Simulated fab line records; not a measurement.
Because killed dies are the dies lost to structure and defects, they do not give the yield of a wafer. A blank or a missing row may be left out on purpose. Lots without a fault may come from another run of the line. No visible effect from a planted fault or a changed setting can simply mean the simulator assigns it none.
Which tool is to blame? ; flow rit-cmos ; 39 wafers from 13 lots sampled at 3 of the route's 202 steps

== WHAT THE GAUGES SHOWED, per wafer ==
RIT_FOX2_THK_MEAS_01. Usual: FOX2_OXIDE_THK gives 352 nm (standard deviation 6.6).
lot;measured;on;FOX2_OXIDE_THK (nm);flag
L336;day 1 18:55;film-metro-03;352 351 355;
L337;day 2 00:10;film-metro-02;361 364 364;
L338;day 2 04:23;film-metro-04;359 363 351;
L339;day 2 09:26;film-metro-04;355 359 359;
L340;day 2 14:26;film-metro-03;352 349 350;
L341;day 2 21:25;film-metro-04;358 357 360;
L342;day 3 00:41;film-metro-04;351 349 348;
L346;day 3 21:02;film-metro-04;358 349 359;
L347;day 4 02:35;film-metro-03;359 358 361;
L356;day 5 22:26;film-metro-03;359 355 349;
L357;day 6 03:32;film-metro-03;344 346 342;
L358;day 6 09:01;film-metro-04;338 339 338;
L359;day 6 14:52;film-metro-03;345 352 348;

RIT_NWELL_TW_MEAS_10. Usual: NWELL_TW gives 2135 (standard deviation 14).
lot;measured;on;NWELL_TW;flag
L336;day 1 21:32;film-metro-03;2139 2128 2131;
L337;day 2 02:43;film-metro-03;2141 2136 2145;
L338;day 2 06:56;film-metro-03;2131 2142 2134;
L339;day 2 11:59;film-metro-01;2164 2166 2164;
L340;day 2 17:06;film-metro-03;2136 2125 2139;
L341;day 2 23:50;film-metro-04;2126 2127 2137;
L342;day 3 03:15;film-metro-04;2124 2126 2123;
L346;day 3 23:28;film-metro-03;2150 2158 2155;
L347;day 4 05:04;film-metro-03;2133 2148 2146;
L356;day 6 00:52;film-metro-04;2132 2129 2124;
L357;day 6 06:05;film-metro-04;2125 2131 2131;
L358;day 6 11:26;film-metro-01;2175 2165 2158;
L359;day 6 17:25;film-metro-04;2122 2133 2123;

== EACH LOT AND THE TOOL THAT RAN IT (in order: tool; ch and the chambers of the sampled wafers; start) ==
lot;RIT_ACTIVE_STRIP_14
L336;plasma-asher-02 ch 0,1, day 1 14:54
L337;plasma-asher-01 ch 0,1, day 1 19:59
L338;plasma-asher-02 ch 0,1, day 2 00:54
L339;plasma-asher-04 ch 0,1, day 2 05:58
L340;plasma-asher-04 ch 0,1, day 2 10:58
L341;plasma-asher-01 ch 0,1, day 2 16:55
L342;plasma-asher-01 ch 0,1, day 2 20:58
L346;plasma-asher-04 ch 0,1, day 3 16:53
L347;plasma-asher-04 ch 0,1, day 3 21:50
L356;plasma-asher-01 ch 0,1, day 5 18:58
L357;plasma-asher-01 ch 0,1, day 6 00:03
L358;plasma-asher-02 ch 0,1, day 6 05:09
L359;plasma-asher-02 ch 0, day 6 11:21
- RIT_ACTIVE_STRIP_14: strips in O2, time 180 s.

== AS READ BY THE TOOLS THEMSELVES (means over the sampled wafers that have a number; for cases with no such wafer, the mark the record gives instead) ==
RIT_ACTIVE_STRIP_14. Usual: 5.6 A for drypump-motor-current-A, sd 0.47.
lot;tool;drypump-motor-current-A (A);flag
L336;plasma-asher-02;5.5;
L337;plasma-asher-01;5.4;
L338;plasma-asher-02;5.9;
L339;plasma-asher-04;5.6;
L340;plasma-asher-04;5.6;
L341;plasma-asher-01;5.4;
L342;plasma-asher-01;5.4;
L346;plasma-asher-04;5.6;
L347;plasma-asher-04;5.6;
L356;plasma-asher-01;5.1;
L357;plasma-asher-01;5.5;
L358;plasma-asher-02;5.5;
L359;plasma-asher-02;5.2;

== THE ANSWER, worked out from the rows above alone ==
Rule: take the mean of a lot's wafers that have a number; if it is more than 3 standard deviations from the usual mean, the lot is off. Also off: a lot with no number at a reading for which 4 or more lots have one. The other lots that the step has rows for count as sound. After the gauges, taken in route order, come the tools' own readings; for these a lot's mean is taken, as printed above. At the first step where some lot is off, the reading lying furthest off is the one used; lots without a number count as furthest.
No lot is off on any of the readings shown, so nothing can be concluded from this.

== WHAT THE SIMULATOR HAD PUT IN ==
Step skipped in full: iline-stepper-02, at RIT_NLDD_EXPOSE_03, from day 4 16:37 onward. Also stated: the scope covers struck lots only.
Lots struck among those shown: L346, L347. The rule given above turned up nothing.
